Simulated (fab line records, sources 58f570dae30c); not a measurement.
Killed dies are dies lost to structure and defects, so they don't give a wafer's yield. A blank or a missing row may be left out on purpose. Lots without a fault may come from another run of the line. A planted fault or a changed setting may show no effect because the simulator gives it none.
fab line records | flow berkeley_cmos170
record lots=14 wafers=42 last_day=12
route steps=331 shown PSD@180
lots that met no fault: from a run of the same line without faults
start_h: hours from the record's first day to the start of the lot's first wafer shown | wait_h: hours since the lot's step before | " the same as in the row above | L1.1+2: a row that stands for several wafers | - no value, or no start given | * or withheld: withheld | < > ~ a bound
route shown NAME@n: a module of which the file shows steps, and the number in the route of the first | usual: mean/standard deviation of fault-free wafers | same: alike in all rows | chamber/n: place in a boat | sites: the reading at each site | _std_site: their standard deviation | _edge_site: outer sites' mean less inner sites' | radius_mm: how far each site lies from the wafer's centre | mask NAME#n: copy n | behind: the tool/chamber that last shaped the wafer | hold: why the lot was held/for how many hours/how that ended | device: the transistor (n, p or np) that didn't switch | end of line: the same wafers' tests at the end of the route | a step without rows: its recipe alone | killed: dies lost to structure and defects at the first sort, not the wafer's yield | map: a wafer's dies, x killed, . not, _ none there
set.NAME: the setting as run; set.NAME@STEP: as run at that earlier step | model.NAME: the simulator's own value behind a step, which no gauge read
steps of the route over a sample of lots; a table a step, a row a wafer
## steps
# step UCB170_PSD_DEVELOP_05
# recipe developer=TMAH develop_time_s=45 resist=KrF dev_temp_c=21
# usual chill_plate_temp_C=23.00/0.12 develop_time_s=45/0
# columns lot.wafer tool chamber start_h wait_h chill_plate_temp_C develop_time_s
L960.1 litho_track-02 0 170 - 23.08 45
L960.4 " 0 " " 23.26 45
L960.6 " 0 " " 23.01 45
L961.3 litho_track-01 0 171 - 23.05 45
L961.4 " 0 " " 22.99 45
L961.6 " 0 " " 23.00 45
L962.2 litho_track-04 0 178 - 22.79 45
L962.4 " 0 " " 22.82 45
L962.6 " 0 " " 22.84 45
L964.1 litho_track-04 0 196 - 23.04 45
L964.2 " 0 " " 23.01 45
L964.6 " 0 " " 22.73 45
L966.3 litho_track-04 0 203 - 23.01 45
L966.5 " 0 " " 23.15 45
L966.6 " 0 " " 22.94 45
L970.2 litho_track-02 - 211 - - -
L970.3 " - " " - -
L970.4 " - " " - -
L968.3 litho_track-04 - 212 - - -
L968.4 " - " " - -
L968.6 " - " " - -
L974.3 litho_track-04 0 234 - 22.97 45
L974.4 " 0 " " 23.00 45
L974.5 " 0 " " 23.07 45
L973.1 litho_track-01 0 234 - 23.25 45
L973.4 " 0 " " 23.15 45
L973.6 " 0 " " 23.26 45
L978.3 litho_track-04 0 261 - 23.14 45
L978.4 " 0 " " 22.96 45
L978.6 " 0 " " 23.05 45
L980.1 litho_track-04 0 261 - 22.90 45
L980.2 " 0 " " 23.12 45
L980.6 " 0 " " 23.08 45
L979.1 litho_track-04 0 268 - 23.04 45
L979.4 " 0 " " 22.99 45
L979.5 " 0 " " 23.01 45
L981.1 litho_track-01 0 268 - 23.01 45
L981.3 " 0 " " 23.03 45
L981.5 " 0 " " 22.99 45
L977.3 litho_track-02 0 268 - 23.21 45
L977.4 " 0 " " 22.99 45
L977.5 " 0 " " 23.03 45
## key
first_sign step=UCB170_PSD_DEVELOP_05 reading=tool_record direction=missing
effect none on later readings
met_at UCB170_PSD_DEVELOP_05
struck_lots L968,L970
sort_left_out L968.3,L968.4,L968.6,L970.2,L970.3,L970.4
tester_left_out L968,L970
onset_between 203 211
fault kind=skipped_step_whole tool=litho_track-02,litho_track-04 chamber=- onset_h=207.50 steps=UCB170_PSD_DEVELOP_05 scope=struck_lots_only
# tester_left_out: of these lots the tester's yield and bins aren't shown, on N5 and GAA mostly nor the transistor test; their killed dies are dies lost to structure and defects alone, not to doping, threshold or leakage, so they don't give the yield
# sort_left_out: the simulated sort isn't trusted on such a fault, so these wafers' sort isn't shown, and their yield isn't known
